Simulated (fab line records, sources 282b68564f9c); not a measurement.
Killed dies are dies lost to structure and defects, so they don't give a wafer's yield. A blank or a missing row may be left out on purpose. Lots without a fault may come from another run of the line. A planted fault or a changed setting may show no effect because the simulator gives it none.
Split-lot experiment | flow rit_cmos | 5 lots, 23 wafers read, on a route of 202 steps

THE SPLIT
At RIT_CONTACT_ETCH_11 (etches SiO2 in CHF3/CF4/Ar, stops on TiSi2, target depth 480 nm, time 320 s), the setting time_s was moved away from the recipe's 320 s on 7 of the 23 wafers read, by -12.2% to +14.3%. The other wafers ran this setting at the recipe's value.

The reading is taken at the split's own step.

THE READING
NOVOLAK_of_CONTACT_COAT_03.thk_nm (the simulator's own value, which no gauge read), in nm, at RIT_CONTACT_ETCH_11 (etches SiO2 in CHF3/CF4/Ar, stops on TiSi2, target depth 480 nm, time 320 s). The file gives no usual value for it. The 16 wafers here that ran the recipe average 766.1 nm, standard deviation 2.8 nm.

wafer  | tool, chamber at the split | time_s as run, s | against the recipe | NOVOLAK_of_CONTACT_COAT_03.thk_nm, nm | against lot-mates on the recipe
L074.1 | rie_diel-02, 2             | 320              | recipe             | 769.5                                 | -
L074.2 | rie_diel-02, 1             | 320              | recipe             | 767.6                                 | -
L074.3 | rie_diel-02, 0             | 320              | recipe             | 766.9                                 | -
L074.4 | rie_diel-02, 3             | 320              | recipe             | 765.4                                 | -
L074.6 | rie_diel-02, 3             | 320              | recipe             | 764                                   | -
L078.1 | rie_diel-03, 2             | 281.1            | -12.2%             | 782.7                                 | +17.2
L078.2 | rie_diel-03, 0             | 281.1            | -12.2%             | 780.6                                 | +15.1
L078.3 | rie_diel-03, 1             | 320              | recipe             | 766.1                                 | -
L078.5 | rie_diel-03, 1             | 320              | recipe             | 764.8                                 | -
L078.6 | rie_diel-03, 0             | 281.1            | -12.2%             | 781                                   | +15.5
L079.1 | rie_diel-04, 3             | 320              | recipe             | 764.6                                 | -
L079.4 | rie_diel-04, 2             | 320              | recipe             | 764.1                                 | -
L079.6 | rie_diel-04, 1             | 320              | recipe             | 765.4                                 | -
L082.1 | rie_diel-04, 2             | 320              | recipe             | 763.4                                 | -
L082.2 | rie_diel-04, 1             | 320              | recipe             | 763.8                                 | -
L082.3 | rie_diel-04, 0             | 320              | recipe             | 761.6                                 | -
L082.4 | rie_diel-04, 3             | 365.8            | +14.3%             | 747.4                                 | -15.5
L082.6 | rie_diel-04, 1             | 365.8            | +14.3%             | 749.6                                 | -13.3
L084.1 | rie_diel-03, 0             | 346.9            | +8.4%              | 762.6                                 | -7.7
L084.2 | rie_diel-03, 1             | 346.9            | +8.4%              | 758.9                                 | -11.4
L084.4 | rie_diel-03, 3             | 320              | recipe             | 772.9                                 | -
L084.5 | rie_diel-03, 2             | 320              | recipe             | 768.6                                 | -
L084.6 | rie_diel-03, 3             | 320              | recipe             | 769.4                                 | -

THE FIT
A straight line over all 23 wafers: NOVOLAK_of_CONTACT_COAT_03.thk_nm changes by -1.16 nm for each +1% of time_s; r = -0.94; the points scatter about the line by 2.9 nm.
The same after taking each lot's own level away (the mean of its wafers on the recipe; 23 wafers): -1.17 nm for each +1%; r = -0.98; scatter 1.7 nm.
On that fit, the largest move of time_s shifts the reading by 17 nm.
The lots' own levels span 762.93 to 770.30 nm, that is 2.6 times the standard deviation above.
So the lot-to-lot level changes the slope little: the two slopes agree.
Check: with one of the wafers moved furthest among these (+14.3%) left out of the fit, the line predicts -16.5 nm for it against its lot-mates. It came out at -15.5 nm against them.

OTHER SPLITS ON THESE WAFERS
These wafers also went through other splits before the reading. Each is held against what the fit with the lots' levels taken away leaves over:
other split on the same wafers | wafers away from the commonest value | r with NOVOLAK_of_CONTACT_COAT_03.thk_nm (lot level and that fit taken away)
RIT_NLDD_COAT_01 spin_rpm      | 10                                   | -0.04
RIT_NLDD_IMPLANT_08 dose_cm2   | 6                                    | +0.28
RIT_PSD_COAT_01 resist_thk_nm  | 7                                    | -0.06
RIT_PSD_IMPLANT_08 energy_kev  | 6                                    | -0.23
RIT_SDANNEAL_CLEAN_01 time_s   | 15                                   | +0.23
RIT_SILICIDE_SPUTTER_01 time_s | 9                                    | +0.12

THE FILE'S OWN FIT
NOVOLAK_of_CONTACT_COAT_03.thk_nm changes by -1.14 nm for each +1% of time_s, r = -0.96.
